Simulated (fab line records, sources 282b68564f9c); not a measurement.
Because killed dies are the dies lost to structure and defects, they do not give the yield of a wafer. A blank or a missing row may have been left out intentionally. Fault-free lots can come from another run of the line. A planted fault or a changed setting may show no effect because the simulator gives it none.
Chamber matching || flow rit cmos || RIT_CONTACT_CVD_00 on pecvd-01 has 3 sister chambers
The step deposits SiO2 from TEOS, target thk 400 nm, time 63.96 s. 6 wafers are shown with their chamber, then 7 later ones without.

== WAFERS PAIRED WITH THEIR CHAMBERS ==
{"wafer": "L783.6", "chamber": 1, "heater power w (W)": 258}
{"wafer": "L789.3", "chamber": 2, "heater power w (W)": 325}
{"wafer": "L789.4", "chamber": 0, "heater power w (W)": 368}
{"wafer": "L789.6", "chamber": 2, "heater power w (W)": 343}
{"wafer": "L792.3", "chamber": 1, "heater power w (W)": 236}
{"wafer": "L792.4", "chamber": 0, "heater power w (W)": 395}

== WAFERS MISSING THEIR CHAMBER ==
{"wafer": "L792.6", "heater power w (W)": 249}
{"wafer": "L798.1", "heater power w (W)": 477}
{"wafer": "L798.3", "heater power w (W)": 247}
{"wafer": "L798.6", "heater power w (W)": 482}
{"wafer": "L801.1", "heater power w (W)": 336}
{"wafer": "L801.3", "heater power w (W)": 395}
{"wafer": "L801.6", "heater power w (W)": 419}

== CHAMBER TAKEN BY EACH ==
{"wafer": "L792.6", "from the rows above": 1, "in truth": 1}
{"wafer": "L798.1", "from the rows above": 0, "in truth": 0}
{"wafer": "L798.3", "from the rows above": 1, "in truth": 1}
{"wafer": "L798.6", "from the rows above": 0, "in truth": 0}
{"wafer": "L801.1", "from the rows above": 2, "in truth": 2}
{"wafer": "L801.3", "from the rows above": 0, "in truth": 0}
{"wafer": "L801.6", "from the rows above": 0, "in truth": 0}
Placed correctly: 7 of 7. Not placeable from these rows: 0. Number placed wrongly: 0.
How it was worked out, from the rows above alone: a wafer's distance from a chamber is the root of the sum, over the readings, of the square of ((its reading less the chamber's mean) divided by the reading's scatter). If the next closest chamber is less than 2 further off than the closest, the wafer can't be placed; otherwise it belongs to the closest. Each chamber's mean is taken over the wafers shown for it. The scatter: the root of (the sum of the squares of (reading less its chamber's mean) over the shown wafers, divided by (wafers less chambers)).
